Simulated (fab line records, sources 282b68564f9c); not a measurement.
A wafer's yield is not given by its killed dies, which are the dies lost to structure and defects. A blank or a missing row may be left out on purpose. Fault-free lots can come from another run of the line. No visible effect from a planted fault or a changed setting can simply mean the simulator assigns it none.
fab line records / flow rit_cmos
record: lots: 14 wafers: 42 last_day: 7
route steps=202 shown PLDD@123 M1@202
lots with no fault: from the same line, run without faults
start_h: hours from the record's first day to the start of the lot's first wafer shown / wait_h: hours elapsed since this lot's preceding step / " the same as in the row above / L1.1+2: a row that stands for several wafers / - either no value or no given start / * or withheld: withheld / < > ~ a bound
route shown NAME@n: names a module that has steps shown in the file, with the first one's number in the route / usual: mean/standard deviation taken from wafers without a fault / same: alike in all rows / chamber/n: place in a boat / sites: each site's reading / _std_site: how widely they spread, as a standard deviation / _edge_site: outer sites' mean less inner sites' / radius_mm: for every site, how far away it sits from the centre of the wafer / mask NAME#n: copy n / behind: tool/chamber where the wafer was last shaped / hold: why the lot was held/for how many hours/how that ended / device: names the non-switching transistor (n, p or np) / end of line: tests run on the same wafers once the route is complete / a step with no rows: only its recipe / killed: dies that structure and defects cost at the first sort, which is not the same as the wafer's yield / map: a wafer's dies, x killed, . not, _ none there
set.NAME: the run value of the setting; set.NAME@STEP: its run value at that earlier step / model.NAME: the simulator's own value behind a step, which no gauge read
a sample of lots followed through the steps of the route, with each step as a table and each wafer as a row
services: a tool's chamber out of use, with start hour (start_h, from the record's first day; less than 0 if before it), hours out, and reason
== steps ==
step: RIT_PLDD_STRIP_09
recipe: chemistry: O2 time_s: 180 resist: NOVOLAK platen_temp_c: withheld power_w: 500 pressure_mtorr: 4000 o2_flow_sccm: 4000
usual: drypump_motor_current_A: 5.6/0.31 o2_flow_sccm: 3999/12 rf_refl_power_W: 6.8/1.8
lot.wafer=L131.1 tool=plasma_asher-03 chamber=0 start_h=46.27 wait_h=0.1 drypump_motor_current_A=5.3 o2_flow_sccm=4007 rf_hours_counter_h=40 rf_refl_power_W=6.5
lot.wafer=L131.4 tool=plasma_asher-03 chamber=0 start_h=46.27 wait_h=0.1 drypump_motor_current_A=5.3 o2_flow_sccm=4014 rf_hours_counter_h=- rf_refl_power_W=6.6
lot.wafer=L131.5 tool=plasma_asher-03 chamber=1 start_h=46.27 wait_h=0.1 drypump_motor_current_A=5.2 o2_flow_sccm=3983 rf_hours_counter_h=- rf_refl_power_W=8.1
lot.wafer=L132.2 tool=plasma_asher-03 chamber=0 start_h=54.31 wait_h=0.1 drypump_motor_current_A=5.3 o2_flow_sccm=4003 rf_hours_counter_h=40 rf_refl_power_W=6.4
lot.wafer=L132.4 tool=plasma_asher-03 chamber=0 start_h=54.31 wait_h=0.1 drypump_motor_current_A=5.3 o2_flow_sccm=3989 rf_hours_counter_h=- rf_refl_power_W=6.6
lot.wafer=L132.6 tool=plasma_asher-03 chamber=0 start_h=54.31 wait_h=0.1 drypump_motor_current_A=5.3 o2_flow_sccm=3997 rf_hours_counter_h=- rf_refl_power_W=6.8
lot.wafer=L133.2 tool=plasma_asher-04 chamber=0 start_h=59.63 wait_h=0.1 drypump_motor_current_A=5.9 o2_flow_sccm=4003 rf_hours_counter_h=41 rf_refl_power_W=3.5
lot.wafer=L133.3 tool=plasma_asher-04 chamber=0 start_h=59.63 wait_h=0.1 drypump_motor_current_A=5.9 o2_flow_sccm=3994 rf_hours_counter_h=- rf_refl_power_W=3.5
lot.wafer=L133.5 tool=plasma_asher-04 chamber=0 start_h=59.63 wait_h=0.1 drypump_motor_current_A=5.9 o2_flow_sccm=3989 rf_hours_counter_h=- rf_refl_power_W=3.7
lot.wafer=L134.1 tool=plasma_asher-03 chamber=0 start_h=66.38 wait_h=0.1 drypump_motor_current_A=5.3 o2_flow_sccm=4005 rf_hours_counter_h=42 rf_refl_power_W=6.6
lot.wafer=L134.3 tool=plasma_asher-03 chamber=0 start_h=66.38 wait_h=0.1 drypump_motor_current_A=5.3 o2_flow_sccm=4007 rf_hours_counter_h=- rf_refl_power_W=6.7
lot.wafer=L134.4 tool=plasma_asher-03 chamber=1 start_h=66.38 wait_h=0.1 drypump_motor_current_A=5.2 o2_flow_sccm=4004 rf_hours_counter_h=- rf_refl_power_W=8.2
lot.wafer=L136.1 tool=plasma_asher-03 chamber=0 start_h=75.78 wait_h=0.1 drypump_motor_current_A=5.3 o2_flow_sccm=4015 rf_hours_counter_h=43 rf_refl_power_W=6.6
lot.wafer=L136.2 tool=plasma_asher-03 chamber=1 start_h=75.78 wait_h=0.1 drypump_motor_current_A=5.2 o2_flow_sccm=3998 rf_hours_counter_h=43 rf_refl_power_W=8.1
lot.wafer=L136.3 tool=plasma_asher-03 chamber=1 start_h=75.78 wait_h=0.1 drypump_motor_current_A=5.2 o2_flow_sccm=4017 rf_hours_counter_h=- rf_refl_power_W=7.6
lot.wafer=L137.2 tool=plasma_asher-04 chamber=0 start_h=78.98 wait_h=0.1 drypump_motor_current_A=5.9 o2_flow_sccm=4017 rf_hours_counter_h=42 rf_refl_power_W=3.7
lot.wafer=L137.4 tool=plasma_asher-04 chamber=0 start_h=78.98 wait_h=0.1 drypump_motor_current_A=5.9 o2_flow_sccm=4003 rf_hours_counter_h=- rf_refl_power_W=3.3
lot.wafer=L137.5 tool=plasma_asher-04 chamber=0 start_h=78.98 wait_h=0.1 drypump_motor_current_A=5.9 o2_flow_sccm=4007 rf_hours_counter_h=- rf_refl_power_W=3.6
lot.wafer=L138.2 tool=plasma_asher-04 chamber=1 start_h=84.19 wait_h=0.1 drypump_motor_current_A=5.8 o2_flow_sccm=4000 rf_hours_counter_h=42 rf_refl_power_W=8.7
lot.wafer=L138.4 tool=plasma_asher-04 chamber=0 start_h=84.19 wait_h=0.1 drypump_motor_current_A=5.9 o2_flow_sccm=3988 rf_hours_counter_h=- rf_refl_power_W=3.6
lot.wafer=L138.6 tool=plasma_asher-04 chamber=1 start_h=84.19 wait_h=0.1 drypump_motor_current_A=5.8 o2_flow_sccm=4003 rf_hours_counter_h=- rf_refl_power_W=8.7
lot.wafer=L139.1 tool=plasma_asher-02 chamber=1 start_h=92.36 wait_h=0.1 drypump_motor_current_A=6.0 o2_flow_sccm=4014 rf_hours_counter_h=43 rf_refl_power_W=7.1
lot.wafer=L139.3 tool=plasma_asher-02 chamber=0 start_h=92.36 wait_h=0.1 drypump_motor_current_A=5.7 o2_flow_sccm=3999 rf_hours_counter_h=- rf_refl_power_W=6.9
lot.wafer=L139.5 tool=plasma_asher-02 chamber=1 start_h=92.36 wait_h=0.1 drypump_motor_current_A=6.0 o2_flow_sccm=3985 rf_hours_counter_h=- rf_refl_power_W=6.8
lot.wafer=L140.2 tool=plasma_asher-03 chamber=0 start_h=92.40 wait_h=0.1 drypump_motor_current_A=5.3 o2_flow_sccm=4013 rf_hours_counter_h=45 rf_refl_power_W=6.8
lot.wafer=L140.4 tool=plasma_asher-03 chamber=0 start_h=92.40 wait_h=0.1 drypump_motor_current_A=5.3 o2_flow_sccm=4006 rf_hours_counter_h=- rf_refl_power_W=6.9
lot.wafer=L140.5 tool=plasma_asher-03 chamber=1 start_h=92.40 wait_h=0.1 drypump_motor_current_A=5.2 o2_flow_sccm=4006 rf_hours_counter_h=- rf_refl_power_W=8.2
lot.wafer=L143.1 tool=plasma_asher-04 chamber=0 start_h=107.57 wait_h=0.1 drypump_motor_current_A=5.9 o2_flow_sccm=4008 rf_hours_counter_h=45 rf_refl_power_W=3.7
lot.wafer=L143.4 tool=plasma_asher-04 chamber=0 start_h=107.57 wait_h=0.1 drypump_motor_current_A=5.9 o2_flow_sccm=4006 rf_hours_counter_h=- rf_refl_power_W=3.7
lot.wafer=L143.5 tool=plasma_asher-04 chamber=0 start_h=107.57 wait_h=0.1 drypump_motor_current_A=5.9 o2_flow_sccm=3994 rf_hours_counter_h=- rf_refl_power_W=3.8
lot.wafer=L144.2 tool=plasma_asher-04 chamber=0 start_h=110.67 wait_h=0.1 drypump_motor_current_A=5.9 o2_flow_sccm=3987 rf_hours_counter_h=45 rf_refl_power_W=3.6
lot.wafer=L144.3 tool=plasma_asher-04 chamber=1 start_h=110.67 wait_h=0.1 drypump_motor_current_A=5.8 o2_flow_sccm=4008 rf_hours_counter_h=- rf_refl_power_W=8.9
lot.wafer=L144.5 tool=plasma_asher-04 chamber=0 start_h=110.67 wait_h=0.1 drypump_motor_current_A=5.8 o2_flow_sccm=4003 rf_hours_counter_h=- rf_refl_power_W=3.6
lot.wafer=L145.2 tool=plasma_asher-04 chamber=0 start_h=120.18 wait_h=0.1 drypump_motor_current_A=5.8 o2_flow_sccm=3989 rf_hours_counter_h=47 rf_refl_power_W=3.7
lot.wafer=L145.3 tool=plasma_asher-04 chamber=0 start_h=120.18 wait_h=0.1 drypump_motor_current_A=5.9 o2_flow_sccm=3994 rf_hours_counter_h=- rf_refl_power_W=3.9
lot.wafer=L145.4 tool=plasma_asher-04 chamber=1 start_h=120.18 wait_h=0.1 drypump_motor_current_A=5.8 o2_flow_sccm=4808 rf_hours_counter_h=- rf_refl_power_W=8.7
lot.wafer=L147.1 tool=plasma_asher-04 chamber=0 start_h=125.59 wait_h=0.1 drypump_motor_current_A=5.9 o2_flow_sccm=3985 rf_hours_counter_h=47 rf_refl_power_W=3.7
lot.wafer=L147.2 tool=plasma_asher-04 chamber=1 start_h=125.59 wait_h=0.1 drypump_motor_current_A=5.8 o2_flow_sccm=4802 rf_hours_counter_h=47 rf_refl_power_W=8.8
lot.wafer=L147.4 tool=plasma_asher-04 chamber=1 start_h=125.59 wait_h=0.1 drypump_motor_current_A=5.8 o2_flow_sccm=4790 rf_hours_counter_h=- rf_refl_power_W=8.6
lot.wafer=L151.1 tool=plasma_asher-03 chamber=0 start_h=146.18 wait_h=0.1 drypump_motor_current_A=5.3 o2_flow_sccm=3994 rf_hours_counter_h=2 rf_refl_power_W=6.9
lot.wafer=L151.2 tool=plasma_asher-03 chamber=1 start_h=146.18 wait_h=0.1 drypump_motor_current_A=5.2 o2_flow_sccm=3981 rf_hours_counter_h=2 rf_refl_power_W=7.4
lot.wafer=L151.5 tool=plasma_asher-03 chamber=0 start_h=146.18 wait_h=0.1 drypump_motor_current_A=5.3 o2_flow_sccm=4014 rf_hours_counter_h=- rf_refl_power_W=6.6
step: RIT_M1_PROBE_99
usual: killed_at_contacts: 0.1/0.3 killed_at_front_end: 6.7/2.6 killed_dies: 6.8/2.6 killed_on_rim: 1.9/1.3 killed_open: 3.3/1.7 killed_short: 3.4/2
same: gross_dies: 264 killed_at_M0_to_M3: 0 killed_at_M4_up: 0 killed_at_back_side: 0 killed_at_other: 0
lot.wafer=L131.1 tool=prober-01 chamber=- start_h=59.90 wait_h=0.1 killed_at_contacts=0 killed_at_front_end=11 killed_dies=11 killed_on_rim=1 killed_open=5 killed_short=6
lot.wafer=L131.4 tool=prober-01 chamber=- start_h=60.05 wait_h=0.2 killed_at_contacts=1 killed_at_front_end=5 killed_dies=6 killed_on_rim=2 killed_open=2 killed_short=2
lot.wafer=L131.5 tool=prober-01 chamber=- start_h=60.10 wait_h=0.2 killed_at_contacts=1 killed_at_front_end=8 killed_dies=9 killed_on_rim=1 killed_open=5 killed_short=3
lot.wafer=L132.2 tool=prober-02 chamber=- start_h=68.10 wait_h=0.1 killed_at_contacts=0 killed_at_front_end=4 killed_dies=4 killed_on_rim=0 killed_open=1 killed_short=3
lot.wafer=L132.4 tool=prober-02 chamber=- start_h=68.20 wait_h=0.2 killed_at_contacts=0 killed_at_front_end=12 killed_dies=12 killed_on_rim=2 killed_open=6 killed_short=6
lot.wafer=L132.6 tool=prober-02 chamber=- start_h=68.30 wait_h=0.2 killed_at_contacts=0 killed_at_front_end=5 killed_dies=5 killed_on_rim=2 killed_open=2 killed_short=3
lot.wafer=L133.2 tool=prober-01 chamber=- start_h=73.37 wait_h=0.1 killed_at_contacts=1 killed_at_front_end=11 killed_dies=12 killed_on_rim=2 killed_open=7 killed_short=5
lot.wafer=L133.3 tool=prober-01 chamber=- start_h=73.42 wait_h=0.2 killed_at_contacts=0 killed_at_front_end=11 killed_dies=11 killed_on_rim=5 killed_open=5 killed_short=6
lot.wafer=L133.5 tool=prober-01 chamber=- start_h=73.52 wait_h=0.2 killed_at_contacts=0 killed_at_front_end=9 killed_dies=9 killed_on_rim=2 killed_open=3 killed_short=6
lot.wafer=L134.1 tool=prober-02 chamber=- start_h=79.91 wait_h=0.1 killed_at_contacts=0 killed_at_front_end=3 killed_dies=3 killed_on_rim=0 killed_open=3 killed_short=0
lot.wafer=L134.3 tool=prober-02 chamber=- start_h=80.01 wait_h=0.2 killed_at_contacts=0 killed_at_front_end=6 killed_dies=6 killed_on_rim=1 killed_open=2 killed_short=4
lot.wafer=L134.4 tool=prober-02 chamber=- start_h=80.06 wait_h=0.2 killed_at_contacts=0 killed_at_front_end=8 killed_dies=8 killed_on_rim=0 killed_open=6 killed_short=2
lot.wafer=L136.1 tool=prober-02 chamber=- start_h=89.39 wait_h=0.1 killed_at_contacts=0 killed_at_front_end=9 killed_dies=9 killed_on_rim=1 killed_open=4 killed_short=5
lot.wafer=L136.2 tool=prober-02 chamber=- start_h=89.44 wait_h=0.1 killed_at_contacts=0 killed_at_front_end=2 killed_dies=2 killed_on_rim=1 killed_open=0 killed_short=2
lot.wafer=L136.3 tool=prober-02 chamber=- start_h=89.49 wait_h=0.2 killed_at_contacts=0 killed_at_front_end=10 killed_dies=10 killed_on_rim=2 killed_open=3 killed_short=7
lot.wafer=L137.2 tool=prober-01 chamber=- start_h=92.74 wait_h=0.1 killed_at_contacts=0 killed_at_front_end=4 killed_dies=4 killed_on_rim=1 killed_open=2 killed_short=2
lot.wafer=L137.4 tool=prober-01 chamber=- start_h=92.84 wait_h=0.2 killed_at_contacts=0 killed_at_front_end=7 killed_dies=7 killed_on_rim=2 killed_open=5 killed_short=2
lot.wafer=L137.5 tool=prober-01 chamber=- start_h=92.89 wait_h=0.2 killed_at_contacts=0 killed_at_front_end=7 killed_dies=7 killed_on_rim=2 killed_open=5 killed_short=2
lot.wafer=L138.2 tool=prober-02 chamber=- start_h=97.96 wait_h=0.1 killed_at_contacts=0 killed_at_front_end=6 killed_dies=6 killed_on_rim=2 killed_open=2 killed_short=4
lot.wafer=L138.4 tool=prober-02 chamber=- start_h=98.06 wait_h=0.2 killed_at_contacts=0 killed_at_front_end=3 killed_dies=3 killed_on_rim=1 killed_open=2 killed_short=1
lot.wafer=L138.6 tool=prober-02 chamber=- start_h=98.16 wait_h=0.2 killed_at_contacts=0 killed_at_front_end=8 killed_dies=8 killed_on_rim=3 killed_open=3 killed_short=5
lot.wafer=L139.1 tool=prober-02 chamber=- start_h=106.54 wait_h=0.1 killed_at_contacts=0 killed_at_front_end=6 killed_dies=6 killed_on_rim=4 killed_open=3 killed_short=2
lot.wafer=L139.3 tool=prober-02 chamber=- start_h=106.64 wait_h=0.2 killed_at_contacts=0 killed_at_front_end=5 killed_dies=5 killed_on_rim=1 killed_open=2 killed_short=1
lot.wafer=L139.5 tool=prober-02 chamber=- start_h=106.74 wait_h=0.2 killed_at_contacts=0 killed_at_front_end=8 killed_dies=8 killed_on_rim=3 killed_open=3 killed_short=5
lot.wafer=L140.2 tool=prober-01 chamber=- start_h=108.15 wait_h=0.1 killed_at_contacts=0 killed_at_front_end=5 killed_dies=5 killed_on_rim=1 killed_open=4 killed_short=1
lot.wafer=L140.4 tool=prober-01 chamber=- start_h=108.25 wait_h=0.2 killed_at_contacts=0 killed_at_front_end=5 killed_dies=5 killed_on_rim=2 killed_open=3 killed_short=2
lot.wafer=L140.5 tool=prober-01 chamber=- start_h=108.30 wait_h=0.2 killed_at_contacts=0 killed_at_front_end=6 killed_dies=6 killed_on_rim=3 killed_open=3 killed_short=3
lot.wafer=L143.1 tool=prober-01 chamber=- start_h=121.69 wait_h=0.1 killed_at_contacts=0 killed_at_front_end=5 killed_dies=5 killed_on_rim=3 killed_open=3 killed_short=2
lot.wafer=L143.4 tool=prober-01 chamber=- start_h=121.84 wait_h=0.2 killed_at_contacts=0 killed_at_front_end=12 killed_dies=12 killed_on_rim=1 killed_open=4 killed_short=8
lot.wafer=L143.5 tool=prober-01 chamber=- start_h=121.89 wait_h=0.2 killed_at_contacts=0 killed_at_front_end=7 killed_dies=7 killed_on_rim=2 killed_open=2 killed_short=5
lot.wafer=L144.2 tool=prober-01 chamber=- start_h=124.77 wait_h=0.1 killed_at_contacts=0 killed_at_front_end=4 killed_dies=4 killed_on_rim=0 killed_open=3 killed_short=1
lot.wafer=L144.3 tool=prober-01 chamber=- start_h=124.82 wait_h=0.2 killed_at_contacts=0 killed_at_front_end=3 killed_dies=3 killed_on_rim=1 killed_open=3 killed_short=0
lot.wafer=L144.5 tool=prober-01 chamber=- start_h=124.92 wait_h=0.2 killed_at_contacts=1 killed_at_front_end=6 killed_dies=7 killed_on_rim=1 killed_open=2 killed_short=5
lot.wafer=L145.2 tool=prober-01 chamber=- start_h=133.85 wait_h=0.1 killed_at_contacts=0 killed_at_front_end=11 killed_dies=11 killed_on_rim=2 killed_open=4 killed_short=7
lot.wafer=L145.3 tool=prober-01 chamber=- start_h=133.90 wait_h=0.2 killed_at_contacts=0 killed_at_front_end=8 killed_dies=8 killed_on_rim=2 killed_open=3 killed_short=5
lot.wafer=L145.4 tool=prober-01 chamber=- start_h=133.95 wait_h=0.2 killed_at_contacts=0 killed_at_front_end=8 killed_dies=8 killed_on_rim=1 killed_open=4 killed_short=4
lot.wafer=L147.1 tool=prober-01 chamber=- start_h=139.63 wait_h=0.1 killed_at_contacts=1 killed_at_front_end=6 killed_dies=7 killed_on_rim=1 killed_open=6 killed_short=1
lot.wafer=L147.2 tool=prober-01 chamber=- start_h=139.68 wait_h=0.1 killed_at_contacts=0 killed_at_front_end=4 killed_dies=4 killed_on_rim=0 killed_open=3 killed_short=1
lot.wafer=L147.4 tool=prober-01 chamber=- start_h=139.78 wait_h=0.2 killed_at_contacts=0 killed_at_front_end=7 killed_dies=7 killed_on_rim=2 killed_open=2 killed_short=5
lot.wafer=L151.1 tool=prober-01 chamber=- start_h=160.04 wait_h=0.1 killed_at_contacts=0 killed_at_front_end=3 killed_dies=3 killed_on_rim=1 killed_open=2 killed_short=1
lot.wafer=L151.2 tool=prober-01 chamber=- start_h=160.09 wait_h=0.1 killed_at_contacts=0 killed_at_front_end=7 killed_dies=7 killed_on_rim=0 killed_open=3 killed_short=4
lot.wafer=L151.5 tool=prober-01 chamber=- start_h=160.24 wait_h=0.2 killed_at_contacts=0 killed_at_front_end=7 killed_dies=7 killed_on_rim=5 killed_open=2 killed_short=5
killed by level:class
L131.1 SPACER:geometric_particle:short=3 FOX1:geometric_particle:open=2 GATE:geometric_particle:short=2 FOX2:geometric_particle:open=1 GATE:geometric_particle:open=1 REOX:geometric_particle:open=1 SILICIDE:geometric_particle:short=1
L131.4 GATE:geometric_particle:open=2 FOX1:geometric_particle:short=1 SPACER:geometric_particle:short=1 NWELL:coat_microbubble_printed=1 CONTACT:coat_microbubble_printed=1
L131.5 REOX:geometric_particle:open=2 FOX1:geometric_particle:short=1 FOX1:geometric_particle:open=1 GATE:geometric_particle:open=1 GATE:geometric_particle:short=1 SPACER:geometric_particle:open=1 SPACER:geometric_particle:short=1 CONTACT:coat_microbubble_printed=1
L132.2 GATE:geometric_particle:short=2 FOX1:geometric_particle:short=1 GATE:geometric_particle:open=1
L132.4 GATE:geometric_particle:short=5 GATE:geometric_particle:open=3 REOX:geometric_particle:open=2 FOX1:geometric_particle:open=1 REOX:geometric_particle:short=1
L132.6 GATE:geometric_particle:open=2 FOX1:geometric_particle:short=1 GATE:geometric_particle:short=1 REOX:geometric_particle:short=1
L133.2 GATE:geometric_particle:short=2 GATE:geometric_particle:open=2 SILICIDE:geometric_particle:open=2 FOX1:geometric_particle:short=1 FOX2:geometric_particle:short=1 REOX:geometric_particle:open=1 SPACER:geometric_particle:open=1 SILICIDE:geometric_particle:short=1
L133.3 FOX1:geometric_particle:short=2 GATE:geometric_particle:open=2 GATE:geometric_particle:short=2 SPACER:geometric_particle:open=2 FOX1:geometric_particle:open=1 FOX2:geometric_particle:short=1 SPACER:geometric_particle:short=1
L133.5 GATE:geometric_particle:open=2 GATE:geometric_particle:short=2 FOX1:geometric_particle:short=1 REOX:geometric_particle:short=1 REOX:geometric_particle:open=1 SPACER:geometric_particle:short=1 SILICIDE:geometric_particle:short=1
L134.1 FOX1:geometric_particle:open=1 FOX2:geometric_particle:open=1 GATE:geometric_particle:open=1
L134.3 REOX:geometric_particle:short=2 GATE:geometric_particle:open=1 SPACER:geometric_particle:short=1 SILICIDE:geometric_particle:open=1 SILICIDE:geometric_particle:short=1
L134.4 FOX1:geometric_particle:open=3 GATE:geometric_particle:open=2 FOX1:geometric_particle:short=1 FOX2:geometric_particle:short=1 SPACER:geometric_particle:open=1
L136.1 GATE:geometric_particle:short=3 GATE:geometric_particle:open=2 REOX:geometric_particle:short=2 SPACER:geometric_particle:open=2
L136.2 SPACER:geometric_particle:short=1 SILICIDE:geometric_particle:short=1
L136.3 GATE:geometric_particle:short=2 GATE:geometric_particle:open=2 REOX:geometric_particle:short=2 FOX1:geometric_particle:short=1 REOX:geometric_particle:open=1 SPACER:geometric_particle:short=1 SILICIDE:geometric_particle:short=1
L137.2 GATE:geometric_particle:short=2 FOX1:geometric_particle:open=1 GATE:geometric_particle:open=1
L137.4 FOX1:geometric_particle:short=2 FOX2:geometric_particle:open=2 GATE:geometric_particle:open=2 FOX1:geometric_particle:open=1
L137.5 GATE:geometric_particle:open=2 FOX1:geometric_particle:open=1 FOX1:geometric_particle:short=1 FOX2:geometric_particle:open=1 FOX2:geometric_particle:short=1 SILICIDE:geometric_particle:open=1
L138.2 ACTIVE:geometric_particle:short=1 FOX1:geometric_particle:short=1 GATE:geometric_particle:short=1 GATE:geometric_particle:open=1 SILICIDE:geometric_particle:open=1 SILICIDE:geometric_particle:short=1
L138.4 GATE:geometric_particle:open=2 GATE:geometric_particle:short=1
L138.6 SPACER:geometric_particle:short=3 GATE:geometric_particle:open=2 FOX2:geometric_particle:open=1 GATE:geometric_particle:short=1 SILICIDE:geometric_particle:short=1
L139.1 FOX1:geometric_particle:open=2 REOX:geometric_particle:short=2 GATE:geometric_particle:open=1 PWELL:coat_microbubble_printed=1
L139.3 PWELL:coat_microbubble_printed=2 FOX1:geometric_particle:open=1 FOX1:geometric_particle:short=1 REOX:geometric_particle:open=1
L139.5 GATE:geometric_particle:short=2 REOX:geometric_particle:open=2 FOX1:geometric_particle:short=1 GATE:geometric_particle:open=1 REOX:geometric_particle:short=1 SPACER:geometric_particle:short=1
L140.2 REOX:geometric_particle:open=2 FOX1:geometric_particle:open=1 FOX1:geometric_particle:short=1 SPACER:geometric_particle:open=1
L140.4 REOX:geometric_particle:open=2 FOX2:geometric_particle:open=1 GATE:geometric_particle:short=1 SILICIDE:geometric_particle:short=1
L140.5 GATE:geometric_particle:short=2 GATE:geometric_particle:open=2 REOX:geometric_particle:short=1 REOX:geometric_particle:open=1
L143.1 GATE:geometric_particle:open=2 ACTIVE:geometric_particle:open=1 GATE:geometric_particle:short=1 SPACER:geometric_particle:short=1
L143.4 GATE:geometric_particle:short=4 GATE:geometric_particle:open=3 SILICIDE:geometric_particle:short=3 FOX1:geometric_particle:open=1 SPACER:geometric_particle:short=1
L143.5 GATE:geometric_particle:short=3 GATE:geometric_particle:open=2 SPACER:geometric_particle:short=2
L144.2 GATE:geometric_particle:open=2 GATE:geometric_particle:short=1 SPACER:geometric_particle:open=1
L144.3 GATE:geometric_particle:open=1 SPACER:geometric_particle:open=1 SILICIDE:geometric_particle:open=1
L144.5 GATE:geometric_particle:short=4 GATE:geometric_particle:open=2 CONTACT:geometric_particle:short=1
L145.2 SPACER:geometric_particle:short=2 SPACER:geometric_particle:open=2 SILICIDE:geometric_particle:open=2 SILICIDE:geometric_particle:short=2 FOX1:geometric_particle:short=1 GATE:geometric_particle:short=1 REOX:geometric_particle:short=1
L145.3 FOX1:geometric_particle:short=4 REOX:geometric_particle:open=2 FOX1:geometric_particle:open=1 GATE:geometric_particle:short=1
L145.4 GATE:geometric_particle:open=4 FOX1:geometric_particle:short=2 GATE:geometric_particle:short=1 SILICIDE:geometric_particle:short=1
L147.1 GATE:geometric_particle:open=2 SPACER:geometric_particle:open=2 FOX1:geometric_particle:open=1 REOX:geometric_particle:short=1 CONTACT:geometric_particle:open=1
L147.2 FOX2:geometric_particle:short=1 FOX2:geometric_particle:open=1 GATE:geometric_particle:open=1 REOX:geometric_particle:open=1
L147.4 GATE:geometric_particle:short=2 REOX:geometric_particle:short=2 FOX1:geometric_particle:open=1 FOX2:geometric_particle:short=1 GATE:geometric_particle:open=1
L151.1 GATE:geometric_particle:open=2 GATE:geometric_particle:short=1
L151.2 SPACER:geometric_particle:short=2 FOX1:geometric_particle:short=1 GATE:geometric_particle:short=1 REOX:geometric_particle:open=1 SPACER:geometric_particle:open=1 SILICIDE:geometric_particle:open=1
L151.5 FOX1:geometric_particle:short=2 GATE:geometric_particle:short=2 GATE:geometric_particle:open=1 SPACER:geometric_particle:short=1 SPACER:geometric_particle:open=1
== services ==
tool=plasma_asher-04 chamber=- start_h=62.96 hours=15.9 kind=pm
tool=plasma_asher-02 chamber=- start_h=67.06 hours=1.2 kind=repair
tool=plasma_asher-03 chamber=- start_h=107.08 hours=5.2 kind=repair
tool=plasma_asher-03 chamber=- start_h=112.27 hours=9.0 kind=pm
tool=plasma_asher-03 chamber=0 start_h=112.27 hours=9.0 kind=vent_cycle
tool=plasma_asher-03 chamber=1 start_h=112.27 hours=9.0 kind=vent_cycle
tool=plasma_asher-03 chamber=0 start_h=121.27 hours=- kind=clean
tool=plasma_asher-03 chamber=1 start_h=121.27 hours=- kind=clean
== key ==
first_sign: step: RIT_PLDD_STRIP_09 reading: o2_flow_sccm direction: up sigmas: 68 usual: 3999 struck: 4800
effect none on later readings
met_at RIT_PLDD_STRIP_09
struck_lots L145,L147
struck_wafers L145.4,L147.2,L147.4
tester_left_out L145,L147
onset_between 110.67 120.18
fault: kind: process_parameter_drift tool: plasma_asher-04 chamber: 1 onset_h: 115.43 steps: RIT_PLDD_STRIP_09 channel: o2_flow_sccm offset: 800 shape: step end_h: 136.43 acts_in: these_recipes_only stated: 4000
tester_left_out: of these lots the tester's yield and bins aren't shown, on N5 and GAA mostly nor the transistor test; their killed dies are dies lost to structure and defects alone, not to doping, threshold or leakage, so they don't give the yield
